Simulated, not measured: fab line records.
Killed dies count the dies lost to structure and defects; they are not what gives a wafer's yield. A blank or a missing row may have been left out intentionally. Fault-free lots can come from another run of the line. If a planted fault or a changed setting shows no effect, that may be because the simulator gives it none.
Split-lot study / flow ritCmos / 23 wafers read across 5 lots, on a route 202 steps long

## SPLIT DETAILS
At RIT_M1_SPUTTER_00 (material Al, target thk 400 nm, time 500 s), the setting timeS was moved away from the recipe's 500 s on 10 of the 23 wafers read, by -13.4% to -6.6%. For the rest of the wafers, this setting stayed at what the recipe calls for.

## FROM THE SPLIT TO THE READING: what the file shows between them, 2 steps
- RIT_M1_RS_MEAS_01: measures by four-point-probe
- RIT_M1_THK_MEAS_02: measures by xrf

## THE READING
oesProductAu, in a.u., at RIT_M1_METAL_ETCH_12 (etches Al in Cl2/BCl3, stops on SiO2, time 165 s, target depth 600 nm). Typical for fault-free wafers on this fab line: 0.778 a.u., with standard deviation 0.014 a.u.

wafer=L078.1; tool, chamber at the split=pvdSputter-03, -; timeS as run, s=440.6; against the recipe=-11.9%; oesProductAu, a.u.=0.726; against lot-mates on the recipe=-0.061
wafer=L078.3; tool, chamber at the split=pvdSputter-03, -; timeS as run, s=500; against the recipe=recipe; oesProductAu, a.u.=0.788; against lot-mates on the recipe=-
wafer=L078.4; tool, chamber at the split=pvdSputter-03, -; timeS as run, s=500; against the recipe=recipe; oesProductAu, a.u.=0.786; against lot-mates on the recipe=-
wafer=L078.5; tool, chamber at the split=pvdSputter-03, -; timeS as run, s=500; against the recipe=recipe; oesProductAu, a.u.=0.787; against lot-mates on the recipe=-
wafer=L078.6; tool, chamber at the split=pvdSputter-03, -; timeS as run, s=440.6; against the recipe=-11.9%; oesProductAu, a.u.=0.720; against lot-mates on the recipe=-0.067
wafer=L079.1; tool, chamber at the split=pvdSputter-02, -; timeS as run, s=466.9; against the recipe=-6.6%; oesProductAu, a.u.=0.736; against lot-mates on the recipe=-0.036
wafer=L079.2; tool, chamber at the split=pvdSputter-02, -; timeS as run, s=466.9; against the recipe=-6.6%; oesProductAu, a.u.=0.741; against lot-mates on the recipe=-0.031
wafer=L079.3; tool, chamber at the split=pvdSputter-02, -; timeS as run, s=500; against the recipe=recipe; oesProductAu, a.u.=0.769; against lot-mates on the recipe=-
wafer=L079.5; tool, chamber at the split=pvdSputter-02, -; timeS as run, s=500; against the recipe=recipe; oesProductAu, a.u.=0.775; against lot-mates on the recipe=-
wafer=L079.6; tool, chamber at the split=pvdSputter-02, -; timeS as run, s=466.9; against the recipe=-6.6%; oesProductAu, a.u.=0.734; against lot-mates on the recipe=-0.038
wafer=L080.1; tool, chamber at the split=pvdSputter-03, -; timeS as run, s=456; against the recipe=-8.8%; oesProductAu, a.u.=0.753; against lot-mates on the recipe=-0.032
wafer=L080.2; tool, chamber at the split=pvdSputter-03, -; timeS as run, s=500; against the recipe=recipe; oesProductAu, a.u.=0.777; against lot-mates on the recipe=-
wafer=L080.3; tool, chamber at the split=pvdSputter-03, -; timeS as run, s=456; against the recipe=-8.8%; oesProductAu, a.u.=0.727; against lot-mates on the recipe=-0.058
wafer=L080.5; tool, chamber at the split=pvdSputter-03, -; timeS as run, s=456; against the recipe=-8.8%; oesProductAu, a.u.=0.739; against lot-mates on the recipe=-0.046
wafer=L080.6; tool, chamber at the split=pvdSputter-03, -; timeS as run, s=500; against the recipe=recipe; oesProductAu, a.u.=0.793; against lot-mates on the recipe=-
wafer=L081.1; tool, chamber at the split=pvdSputter-02, -; timeS as run, s=432.8; against the recipe=-13.4%; oesProductAu, a.u.=0.717; against lot-mates on the recipe=-0.073
wafer=L081.3; tool, chamber at the split=pvdSputter-02, -; timeS as run, s=500; against the recipe=recipe; oesProductAu, a.u.=0.786; against lot-mates on the recipe=-
wafer=L081.4; tool, chamber at the split=pvdSputter-02, -; timeS as run, s=500; against the recipe=recipe; oesProductAu, a.u.=0.795; against lot-mates on the recipe=-
wafer=L081.5; tool, chamber at the split=pvdSputter-02, -; timeS as run, s=432.8; against the recipe=-13.4%; oesProductAu, a.u.=0.717; against lot-mates on the recipe=-0.073
wafer=L081.6; tool, chamber at the split=pvdSputter-02, -; timeS as run, s=500; against the recipe=recipe; oesProductAu, a.u.=0.790; against lot-mates on the recipe=-
wafer=L084.1; tool, chamber at the split=pvdSputter-03, -; timeS as run, s=500; against the recipe=recipe; oesProductAu, a.u.=0.792; against lot-mates on the recipe=-
wafer=L084.2; tool, chamber at the split=pvdSputter-03, -; timeS as run, s=500; against the recipe=recipe; oesProductAu, a.u.=0.795; against lot-mates on the recipe=-
wafer=L084.3; tool, chamber at the split=pvdSputter-03, -; timeS as run, s=500; against the recipe=recipe; oesProductAu, a.u.=0.790; against lot-mates on the recipe=-

THE FIT
A straight line over all 23 wafers: oesProductAu changes by +0.00543 a.u. for each +1% of timeS; r = +0.96; the points scatter about the line by 0.009 a.u.
The same after taking each lot's own level away (the mean of its wafers on the recipe; 23 wafers): +0.00536 a.u. for each +1%; r = +0.98; scatter 0.0053 a.u.
That fit puts the effect of the largest move of timeS on the reading at 0.072 a.u.
The lots' own levels span 0.7720 to 0.7923 a.u., that is 1.5 times the standard deviation above.
Consequently the slope shifts little with the lot-to-lot level, the two slopes agreeing.
Check: with one of the wafers moved furthest among these (-13.4%) left out of the fit, the line predicts -0.0715 a.u. for it against its lot-mates. Against them it came out at -0.0733 a.u.

## ADDITIONAL SPLITS CARRIED BY THESE WAFERS
Other splits were also applied to these wafers ahead of the reading. Each is held against what the fit with the lots' levels taken away leaves over:
other split on the same wafers=RIT_SILICIDE_SPUTTER_01 powerW; wafers away from the commonest value=5; r with oesProductAu (lot level and that fit taken away)=+0.04
other split on the same wafers=RIT_CONTACT_COAT_03 resistThkNm; wafers away from the commonest value=8; r with oesProductAu (lot level and that fit taken away)=-0.07

## THE WHOLE CHAIN: every reading that the file lists as answering this split, in the file's order
step=RIT_M1_SPUTTER_00; what it does=material Al, target thk 400 nm, time 500 s; reading=Al_of_M1_SPUTTER_00.thkNm (the simulator's own value, which no gauge read); change (the file's fit)=+4.29 nm for each +1% of the setting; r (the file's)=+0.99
step=RIT_M1_RS_MEAS_01; what it does=measures by four-point-probe; reading=M1_AL_RS; change (the file's fit)=-0.000916 for each +1% of the setting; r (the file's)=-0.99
step=RIT_M1_THK_MEAS_02; what it does=measures by xrf; reading=M1_AL_THK; change (the file's fit)=+4.2 for each +1% of the setting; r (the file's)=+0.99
step=RIT_M1_METAL_ETCH_12; what it does=etches Al in Cl2/BCl3, stops on SiO2, time 165 s, target depth 600 nm; reading=oesProductAu; change (the file's fit)=+0.00538 a.u. for each +1% of the setting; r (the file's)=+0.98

## FILE'S OWN FIT
oesProductAu changes by +0.00538 a.u. for each +1% of timeS, r = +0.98.
